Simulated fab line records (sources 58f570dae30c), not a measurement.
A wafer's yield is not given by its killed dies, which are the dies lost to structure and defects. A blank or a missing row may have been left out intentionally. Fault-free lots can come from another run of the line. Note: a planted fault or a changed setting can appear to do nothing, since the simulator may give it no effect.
fab line records | flow berkeley-cmos170
record lots=6 | wafers=18 | last-day=13
route steps=331 shown V1@256
lots that met no fault: taken from a fault-free run of the same line
start-h: hours from the record's first day to the start of the lot's first wafer shown | wait-h: hours since the lot's step before | " as in the row above | L1.1+2: several wafers, shown together as one row | - either no value or no given start | * or withheld: withheld | < > ~ a bound
route shown NAME@n: NAME is a module with steps in the file, n the number in the route of the first one | usual: mean/standard deviation of fault-free wafers | same: alike in all rows | chamber/n: place in a boat | sites: each site's reading | _std_site: the standard deviation of these | _edge_site: outer sites' mean less inner sites' | radius-mm: for every site, how far away it sits from the centre of the wafer | mask NAME#n: copy n | behind: the last tool/chamber to shape the wafer | hold: why the lot went on hold/how many hours it stayed there/how the hold came to an end | device: whichever transistor did not switch (one of n, p or np) | end of line: the route-end tests of the same wafers | a step without rows: its recipe alone | killed: count of dies lost to structure and defects at first sort (not the wafer's yield) | map: a wafer's dies, marking killed ones x, the rest . and places with no die _
set.NAME: the setting as run; set.NAME@STEP: as run at that earlier step | model.NAME: the simulator's own value behind a step, which no gauge read
certain route steps with their lots: each step a table, each wafer a row
services: from which hour (start-h, from the record's first day; less than 0 if before it) a tool's chamber was out of use, for how many hours, and why
## steps
# step UCB170_V1_CMP_02
# recipe material=SiO2 | down-force-psi=6 | platen-rpm=60 | pad-velocity-m-s=0.75398
# usual motor-current-A=15.6/1.6
lot.wafer | tool   | chamber | start-h | wait-h | motor-current-A
L857.4    | cmp-01 | 0       | 195.01  | 0.1    | 16.6
L857.6    | "      | 2       | "       | "      | 14.4
L857.5    | "      | 3       | "       | "      | 18.7
L863.2    | cmp-02 | 2       | 216.69  | 0.0    | 15.2
L863.4    | "      | 3       | "       | "      | 14.8
L863.3    | "      | 1       | "       | "      | 17.5
L860.3    | cmp-01 | 2       | 218.02  | 0.0    | 14.2
L860.4    | "      | 0       | "       | "      | 15.7
L860.1    | "      | 1       | "       | "      | 13.1
L867.4    | cmp-02 | 1       | 241.49  | 0.1    | 16.2
L867.1    | "      | 2       | "       | "      | 14.9
L867.5    | "      | 0       | "       | "      | 17.9
L872.3    | cmp-01 | 2       | 264.37  | 0.1    | 14.7
L872.1    | "      | 0       | "       | "      | 16.0
L872.5    | "      | 2       | "       | "      | 14.0
L877.3    | cmp-01 | 1       | 289.30  | 0.1    | 13.9
L877.4    | "      | 2       | "       | "      | 13.8
L877.6    | "      | 0       | "       | "      | 15.7
# step UCB170_V1_BOW_MEAS_03
# recipe mode=bow
# usual V1_BOW=17/6.5
lot.wafer | tool          | chamber | start-h | wait-h | V1_BOW[um]
L857.4    | film-metro-01 | -       | 195.27  | 0.2    | 11
L857.5    | "             | -       | "       | "      | 19
L857.6    | "             | -       | "       | "      | 9
L863.2    | film-metro-01 | -       | 217.01  | 0.3    | 25
L863.3    | "             | -       | "       | "      | 16
L863.4    | "             | -       | "       | "      | 10
L860.1    | film-metro-02 | -       | 218.32  | 0.1    | 21
L860.3    | "             | -       | "       | "      | 14
L860.4    | "             | -       | "       | "      | 13
L867.1    | film-metro-01 | -       | 241.74  | 0.1    | 14
L867.4    | "             | -       | "       | "      | 24
L867.5    | "             | -       | "       | "      | 19
L872.1    | film-metro-01 | -       | 264.62  | 0.1    | 20
L872.3    | "             | -       | "       | "      | 23
L872.5    | "             | -       | "       | "      | 21
L877.3    | film-metro-04 | -       | 289.59  | 0.2    | 22
L877.4    | "             | -       | "       | "      | 14
L877.6    | "             | -       | "       | "      | 14
# step UCB170_V1_THK_MEAS_04
# recipe reads=SiO2_of_V1_CVD_00
# usual V1_POLISHED_THK=999.6/1.6
lot.wafer | tool          | chamber | start-h | wait-h | V1_POLISHED_THK[nm]
L857.4    | film-metro-01 | -       | 195.36  | 0.1    | 1001.4
L857.5    | "             | -       | "       | "      | 998.1
L857.6    | "             | -       | "       | "      | 1001.0
L863.2    | film-metro-01 | -       | 217.12  | 0.1    | 1002.6
L863.3    | "             | -       | "       | "      | 1001.5
L863.4    | "             | -       | "       | "      | 999.8
L860.1    | film-metro-02 | -       | 218.44  | 0.1    | 999.5
L860.3    | "             | -       | "       | "      | 998.9
L860.4    | "             | -       | "       | "      | 1000.2
L867.1    | film-metro-01 | -       | 241.86  | 0.1    | 999.5
L867.4    | "             | -       | "       | "      | 1002.5
L867.5    | "             | -       | "       | "      | 1001.8
L872.1    | film-metro-01 | -       | 264.74  | 0.1    | 998.6
L872.3    | "             | -       | "       | "      | 998.1
L872.5    | "             | -       | "       | "      | 999.8
L877.3    | film-metro-04 | -       | 289.69  | 0.1    | 999.9
L877.4    | "             | -       | "       | "      | 1000.6
L877.6    | "             | -       | "       | "      | 999.9
# step UCB170_V1_CLEAN_05
# recipe chemistry=DIW
# step UCB170_V1_HMDS_06
# recipe prime-time-s=60 | prime-temp-c=100
# step UCB170_V1_COAT_07
# recipe resist=KrF | spin-rpm=1500 | resist-thk-nm=900
# step UCB170_V1_SOFTBAKE_08
# recipe resist=KrF | temp-c=130 | time-s=58.18
# step UCB170_V1_EXPOSE_09
# recipe mask-id=VIA1 | target-cd-nm=700 | na=0.5 | sigma-outer=0.6 | source-shape=conventional | dose-mj=37
# step UCB170_V1_PEB_10
# recipe peb-temp-c=130 | peb-time-s=withheld | resist=KrF
# step UCB170_V1_DEVELOP_11
# recipe developer=TMAH | develop-time-s=45 | resist=KrF | dev-temp-c=21
# step UCB170_V1_CD_MEAS_12
# recipe target-cd-nm=700
# usual cd-nm=699.9/1.4
lot.wafer | tool      | chamber | start-h | wait-h | cd-nm
L857.4    | cd-sem-01 | -       | 197.11  | -      | 699.4
L857.5    | "         | -       | "       | "      | 700.3
L857.6    | "         | -       | "       | "      | 700.6
L863.2    | cd-sem-01 | -       | 218.35  | -      | 700.0
L863.3    | "         | -       | "       | "      | 701.9
L863.4    | "         | -       | "       | "      | 700.4
L860.1    | cd-sem-01 | -       | 219.68  | -      | 699.9
L860.3    | "         | -       | "       | "      | 699.7
L860.4    | "         | -       | "       | "      | 701.3
L867.1    | cd-sem-02 | -       | 242.94  | -      | 699.4
L867.4    | "         | -       | "       | "      | 699.2
L867.5    | "         | -       | "       | "      | 699.5
L872.1    | cd-sem-01 | -       | 265.96  | -      | 699.8
L872.3    | "         | -       | "       | "      | 699.6
L872.5    | "         | -       | "       | "      | 699.1
L877.3    | cd-sem-01 | -       | 294.37  | -      | 700.5
L877.4    | "         | -       | "       | "      | 701.7
L877.6    | "         | -       | "       | "      | 701.8
# step UCB170_V1_OVL_MEAS_13
# usual V1_OVL=4/4.5
lot.wafer | tool       | chamber | start-h | wait-h | V1_OVL[nm]
L857.4    | overlay-02 | -       | 197.19  | 0.1    | -3
L857.5    | "          | -       | "       | "      | 3
L857.6    | "          | -       | "       | "      | 3
L863.2    | overlay-01 | -       | 218.46  | 0.1    | 9
L863.3    | "          | -       | "       | "      | 0
L863.4    | "          | -       | "       | "      | -6
L860.1    | overlay-02 | -       | 219.80  | 0.1    | 1
L860.3    | "          | -       | "       | "      | -2
L860.4    | "          | -       | "       | "      | 2
L867.1    | overlay-01 | -       | 243.06  | 0.1    | 11
L867.4    | "          | -       | "       | "      | 12
L867.5    | "          | -       | "       | "      | 13
L872.1    | overlay-01 | -       | 266.08  | 0.1    | -1
L872.3    | "          | -       | "       | "      | 3
L872.5    | "          | -       | "       | "      | 2
L877.3    | overlay-02 | -       | 294.46  | 0.1    | 2
L877.4    | "          | -       | "       | "      | 5
L877.6    | "          | -       | "       | "      | 2
# step UCB170_V1_ETCH_14
# recipe chemistry=CHF3/CF4/Ar | target=SiO2 | stop-on=Al | CHF3_flow_sccm=45 | cf4-flow-sccm=15 | Ar_flow_sccm=150 | pressure-mtorr=200 | rf-w=700 | target-depth-a=12500 | over-etch-frac=0.25 | time-s=299.3
# usual CHF3_flow_sccm=44.99/0.13 | cf4-flow-sccm=15.00/0.048 | drypump-motor-current-A=5.8/0.4 | oes-product-au=0.870/0.012 | throttle-valve-pct=6.94/0.15 | time-s=299.3/0
lot.wafer | tool        | chamber | start-h | wait-h | CHF3_flow_sccm | cf4-flow-sccm | drypump-motor-current-A | oes-product-au | rf-hours-counter-h | throttle-valve-pct | time-s | model.KrF_of_V1_COAT_07.thk-nm
L857.4    | rie-diel-02 | 0       | 197.30  | 0.1    | 45.23          | 14.96         | 5.8                     | 0.873          | -                  | 6.83               | 299.3  | 606.2
L857.5    | "           | 1       | "       | "      | 44.86          | 15.00         | 6.2                     | 0.865          | -                  | 7.17               | 299.3  | 604
L857.6    | "           | 3       | "       | "      | 45.07          | 14.98         | 6.3                     | 0.890          | -                  | 6.70               | 299.3  | 605.2
L863.2    | rie-diel-04 | 2       | 218.49  | 0.0    | -              | -             | -                       | -              | -                  | -                  | -      | 884.4
L863.3    | "           | 1       | "       | "      | -              | -             | -                       | -              | -                  | -                  | -      | 884.1
L863.4    | "           | 3       | "       | "      | -              | -             | -                       | -              | -                  | -                  | -      | 884.1
L860.1    | rie-diel-04 | 3       | 219.84  | 0.0    | -              | -             | -                       | -              | -                  | -                  | -      | 886.6
L860.3    | "           | 0       | "       | "      | -              | -             | -                       | -              | -                  | -                  | -      | 890.4
L860.4    | "           | 2       | "       | "      | -              | -             | -                       | -              | -                  | -                  | -      | 887
L867.1    | rie-diel-04 | 3       | 243.09  | 0.0    | 44.89          | 14.99         | 6.2                     | 0.891          | 76                 | 6.95               | 299.3  | 608
L867.4    | "           | 2       | "       | "      | 45.05          | 15.10         | 5.6                     | 0.863          | 70                 | 6.84               | 299.3  | 607.9
L867.5    | "           | 3       | "       | "      | 44.98          | 15.03         | 6.2                     | 0.904          | -                  | 6.96               | 299.3  | 612
L872.1    | rie-diel-02 | 3       | 266.12  | 0.0    | 44.89          | 14.93         | 6.3                     | 0.885          | 8                  | 6.69               | 299.3  | 608.8
L872.3    | "           | 1       | "       | "      | 45.22          | 14.99         | 6.3                     | 0.862          | 25                 | 7.19               | 299.3  | 604.7
L872.5    | "           | 1       | "       | "      | 45.15          | 14.94         | 6.2                     | 0.858          | -                  | 7.17               | 299.3  | 608.7
L877.3    | rie-diel-01 | 0       | 294.49  | 0.0    | 44.84          | 15.03         | 5.7                     | 0.863          | 5                  | 7.12               | 299.3  | 595.3
L877.4    | "           | 3       | "       | "      | 45.03          | 15.00         | 5.2                     | 0.867          | 4                  | 7.17               | 299.3  | 607.1
L877.6    | "           | 0       | "       | "      | 44.87          | 15.06         | 5.7                     | 0.863          | -                  | 7.11               | 299.3  | 598.8
# step UCB170_V1_STRIP_15
# recipe chemistry=O2 | power-w=400 | pressure-mtorr=3500 | platen-temp-c=withheld | o2-flow-sccm=400 | overash-fraction=0.5
# usual drypump-motor-current-A=5.7/0.58 | oes-product-au=0.721/0.0046 | strip-time-to-endpoint-s=15.24/0.15
lot.wafer | tool            | chamber | start-h | wait-h | drypump-motor-current-A | oes-product-au | rf-hours-counter-h | strip-time-to-endpoint-s
L857.4    | plasma-asher-01 | 1       | 197.42  | 0.0    | 6.0                     | 0.723          | -                  | 15.23
L857.5    | "               | 0       | "       | "      | 6.5                     | 0.718          | -                  | 15.18
L857.6    | "               | 1       | "       | "      | 6.0                     | 0.723          | -                  | 15.19
L863.2    | plasma-asher-03 | 0       | 218.67  | 0.1    | 5.1                     | 0.737          | 50                 | 21.59
L863.3    | "               | 1       | "       | "      | 5.8                     | 0.727          | -                  | 21.59
L863.4    | "               | 0       | "       | "      | 5.1                     | 0.733          | -                  | 21.59
L860.1    | plasma-asher-03 | 0       | 220.01  | 0.1    | 5.1                     | 0.735          | 50                 | 21.65
L860.3    | "               | 0       | "       | "      | 5.2                     | 0.739          | -                  | 21.73
L860.4    | "               | 1       | "       | "      | 5.8                     | 0.741          | -                  | 21.65
L867.1    | plasma-asher-02 | 0       | 243.27  | 0.1    | 5.6                     | 0.723          | 13                 | 15.28
L867.4    | "               | 0       | "       | "      | 5.6                     | 0.717          | -                  | 15.26
L867.5    | "               | 1       | "       | "      | 4.8                     | 0.715          | -                  | 15.36
L872.1    | plasma-asher-02 | 1       | 266.29  | 0.1    | 4.8                     | 0.715          | 16                 | 15.28
L872.3    | "               | 0       | "       | "      | 5.6                     | 0.719          | -                  | 15.18
L872.5    | "               | 0       | "       | "      | 5.6                     | 0.716          | -                  | 15.27
L877.3    | plasma-asher-01 | 1       | 294.70  | 0.1    | 6.0                     | 0.723          | -                  | 14.97
L877.4    | "               | 0       | "       | "      | 6.5                     | 0.720          | -                  | 15.26
L877.6    | "               | 1       | "       | "      | 6.0                     | 0.715          | -                  | 15.07
# step UCB170_V1_CD_MEAS_90
# recipe target-cd-nm=700
# usual cd-nm=700.0/1.6
lot.wafer | tool      | chamber | start-h | wait-h | cd-nm
L857.4    | cd-sem-01 | -       | 197.54  | 0.1    | 699.4
L857.5    | "         | -       | "       | "      | 700.0
L857.6    | "         | -       | "       | "      | 701.1
L863.2    | cd-sem-02 | -       | 218.79  | 0.1    | -
L863.3    | "         | -       | "       | "      | -
L863.4    | "         | -       | "       | "      | -
L860.1    | cd-sem-02 | -       | 220.11  | 0.1    | -
L860.3    | "         | -       | "       | "      | -
L860.4    | "         | -       | "       | "      | -
L867.1    | cd-sem-02 | -       | 243.37  | 0.1    | 699.1
L867.4    | "         | -       | "       | "      | 700.5
L867.5    | "         | -       | "       | "      | 700.0
L872.1    | cd-sem-01 | -       | 266.39  | 0.1    | 701.3
L872.3    | "         | -       | "       | "      | 700.3
L872.5    | "         | -       | "       | "      | 700.2
L877.3    | cd-sem-02 | -       | 294.81  | 0.1    | 700.1
L877.4    | "         | -       | "       | "      | 702.4
L877.6    | "         | -       | "       | "      | 702.1
## services
tool            | chamber | start-h | hours | kind
rie-diel-01     | 3       | 174.58  | -     | clean
rie-diel-02     | 2       | 181.88  | -     | clean
rie-diel-02     | 2       | 181.88  | 27.5  | scheduled-down
rie-diel-02     | 2       | 181.88  | 27.5  | vent-cycle
rie-diel-01     | 0       | 213.03  | 5.8   | repair
rie-diel-01     | -       | 213.30  | 0.9   | repair
rie-diel-02     | -       | 227.11  | 0.3   | repair
cmp-02          | -       | 229.55  | 0.8   | repair
plasma-asher-03 | -       | 230.01  | 2.0   | repair
cmp-02          | -       | 232.00  | 4.0   | pm
cmp-02          | -       | 236.00  | -     | consumable-replace:conditioner
cmp-02          | -       | 236.00  | -     | consumable-replace:pad
plasma-asher-03 | -       | 243.18  | 2.2   | repair
rie-diel-01     | 0       | 244.41  | 9.2   | repair
rie-diel-04     | 2       | 245.59  | 2.1   | repair
plasma-asher-01 | -       | 246.58  | 2.8   | pm
rie-diel-04     | -       | 253.59  | 1.8   | repair
rie-diel-01     | 3       | 254.61  | 2.0   | repair
rie-diel-01     | -       | 262.78  | 2.8   | pm
rie-diel-01     | -       | 269.59  | 15.6  | pm
cmp-02          | -       | 269.71  | 0.4   | repair
cmp-01          | -       | 284.43  | 3.5   | repair
plasma-asher-02 | -       | 286.19  | 2.1   | repair
plasma-asher-01 | -       | 290.64  | 1.6   | repair
## key
first-sign step=UCB170_V1_ETCH_14 | reading=tool-record | direction=missing
effect step=UCB170_V1_STRIP_15 | reading=strip-time-to-endpoint-s | direction=up | sigmas=43 | usual=* | struck=*
effect step=UCB170_V1_CD_MEAS_90 | reading=cd-nm | direction=missing
model-effect step=UCB170_V1_ETCH_14 | value=KrF_of_V1_COAT_07.thk-nm | without=607.7 | struck=886.1
more-kills-born-at UCB170_V1_ETCH_14@rie-diel-04=783
met-at UCB170_V1_ETCH_14
struck-wafers L860.1,L860.3,L860.4,L863.2,L863.3,L863.4
later-rows-left-out L860.1,L860.3,L860.4,L863.2,L863.3,L863.4
sort-left-out L863.2,L863.3,L863.4
fault kind=skipped-step-whole | tool=rie-diel-04 | chamber=- | onset-h=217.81 | steps=UCB170_V1_ETCH_14 | scope=struck-lots-only
# sort-left-out: the simulated sort isn't trusted on such a fault, so these wafers' sort isn't shown, and their yield isn't known
# later-rows-left-out: the simulator's readings of these wafers behind a module that went badly wrong aren't trusted and aren't shown, but for the sort
